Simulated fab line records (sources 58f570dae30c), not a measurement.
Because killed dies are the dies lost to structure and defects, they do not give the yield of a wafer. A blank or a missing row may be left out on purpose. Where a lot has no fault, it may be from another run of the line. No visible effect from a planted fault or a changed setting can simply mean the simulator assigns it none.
Check for tools in common / flow berkeley-cmos170 / Lots sampled 14, wafers sampled 48

WHY THIS WAS OPENED
On 2 of the 14 lots, a flag is raised at UCB170_V1_CD_MEAS_12 on the reading cd-nm. Wafers without a fault read 699.7 nm, standard deviation 1.4.
Rule: a lot is flagged in two cases, either no wafer of it has a number, or all its wafers with numbers fall more than 4 standard deviations from that mean. As for the other lots, they are considered sound.

lot=L975; measured=day 8 10:07; on=cd-sem-02; cd-nm (nm), wafer by wafer=700.0 698.1 699.2; flag=
lot=L978; measured=day 8 18:22; on=cd-sem-02; cd-nm (nm), wafer by wafer=698.4 698.7 698.4; flag=
lot=L976; measured=day 8 22:29; on=cd-sem-02; cd-nm (nm), wafer by wafer=701.8 700.6 701.2; flag=
lot=L977; measured=day 8 23:22; on=cd-sem-01; cd-nm (nm), wafer by wafer=699.4 698.7 699.1; flag=
lot=L982; measured=day 9 22:06; on=cd-sem-01; cd-nm (nm), wafer by wafer=714.2 713.9 713.2 714.3 713.8 712.7; flag=FLAGGED
lot=L980; measured=day 9 22:07; on=cd-sem-02; cd-nm (nm), wafer by wafer=698.0 700.1 698.9; flag=
lot=L984; measured=day 10 14:07; on=cd-sem-02; cd-nm (nm), wafer by wafer=711.0 711.3 712.0 711.2 711.8 711.8; flag=FLAGGED
lot=L988; measured=day 11 09:16; on=cd-sem-01; cd-nm (nm), wafer by wafer=696.7 697.9 696.8; flag=
lot=L997; measured=day 12 23:01; on=cd-sem-02; cd-nm (nm), wafer by wafer=700.3 700.3 700.2; flag=
lot=L993; measured=day 12 23:49; on=cd-sem-01; cd-nm (nm), wafer by wafer=702.5 701.2 700.6; flag=
lot=L995; measured=day 13 02:26; on=cd-sem-01; cd-nm (nm), wafer by wafer=701.9 700.6 700.6; flag=
lot=L994; measured=day 13 03:59; on=cd-sem-01; cd-nm (nm), wafer by wafer=700.3 701.5 699.4; flag=
lot=L996; measured=day 13 04:14; on=cd-sem-01; cd-nm (nm), wafer by wafer=698.2 701.1 699.9; flag=
lot=L998; measured=day 13 11:23; on=cd-sem-01; cd-nm (nm), wafer by wafer=699.3 699.5 699.3; flag=
The numbers of the flagged lots are 712.6 nm on average: +12.9 nm against the usual, or +9 standard deviations.

EACH LOT AND THE TOOL IT RAN ON
The record keeps 1 process step preceding the reading, out of 331 steps on the route. Every cell lists first the tool, next ch and the chambers used by the sampled wafers, and last the start.
lot=L975; flag=; UCB170_V1_PEB_10=litho-track-04 ch 0, day 8 09:51
lot=L978; flag=; UCB170_V1_PEB_10=litho-track-04 ch 0, day 8 18:06
lot=L976; flag=; UCB170_V1_PEB_10=litho-track-01 ch 0, day 8 22:13
lot=L977; flag=; UCB170_V1_PEB_10=litho-track-04 ch 0, day 8 23:05
lot=L982; flag=FLAGGED; UCB170_V1_PEB_10=litho-track-04 ch 0, day 9 21:50
lot=L980; flag=; UCB170_V1_PEB_10=litho-track-03 ch 0, day 9 21:51
lot=L984; flag=FLAGGED; UCB170_V1_PEB_10=litho-track-04 ch 0, day 10 13:51
lot=L988; flag=; UCB170_V1_PEB_10=litho-track-01 ch 0, day 11 09:00
lot=L997; flag=; UCB170_V1_PEB_10=litho-track-04 ch 0, day 12 22:44
lot=L993; flag=; UCB170_V1_PEB_10=litho-track-03 ch 0, day 12 23:32
lot=L995; flag=; UCB170_V1_PEB_10=litho-track-03 ch 0, day 13 02:10
lot=L994; flag=; UCB170_V1_PEB_10=litho-track-04 ch 0, day 13 03:43
lot=L996; flag=; UCB170_V1_PEB_10=litho-track-04 ch 0, day 13 03:58
lot=L998; flag=; UCB170_V1_PEB_10=litho-track-03 ch 0, day 13 11:00
What is done by these steps:
- UCB170_V1_PEB_10
- UCB170_V1_CD_MEAS_12: target cd 700 nm.

FLAGGED OVER TOTAL, TOOL BY TOOL (the gauges that took the reading come last)
step=UCB170_V1_PEB_10; tool=litho-track-01; lots run=2; flagged=0; share of the flagged lots=none; sound lots run after its first flagged lot=-
step=UCB170_V1_PEB_10; tool=litho-track-03; lots run=4; flagged=0; share of the flagged lots=none; sound lots run after its first flagged lot=-
step=UCB170_V1_PEB_10; tool=litho-track-04; lots run=8; flagged=2; share of the flagged lots=all; sound lots run after its first flagged lot=3 (L997,L994,L996)
step=UCB170_V1_CD_MEAS_12; tool=cd-sem-01; lots run=8; flagged=1; share of the flagged lots=some; sound lots run after its first flagged lot=6 (L988,L993,L995,L994,L996,L998)
step=UCB170_V1_CD_MEAS_12; tool=cd-sem-02; lots run=6; flagged=1; share of the flagged lots=some; sound lots run after its first flagged lot=1 (L997)

WHAT IS ALLOWED BY THE TABLE
In the table, 1 row covers all flagged lots: litho-track-04 at UCB170_V1_PEB_10.
- litho-track-04 at UCB170_V1_PEB_10 ran 8 lots, 2 of them flagged. Sound lots followed the first flagged one (L997, L994, L996) on it, something a lasting fault affecting the whole tool could not allow. Its own readings lie more than 4 standard deviations out on every wafer of the flagged lots: heater-power-total-W, plate-temp-C.
Not one row of the table ran every flagged lot while running no sound lot after the first.

WHAT THE SIMULATOR HAD PUT IN
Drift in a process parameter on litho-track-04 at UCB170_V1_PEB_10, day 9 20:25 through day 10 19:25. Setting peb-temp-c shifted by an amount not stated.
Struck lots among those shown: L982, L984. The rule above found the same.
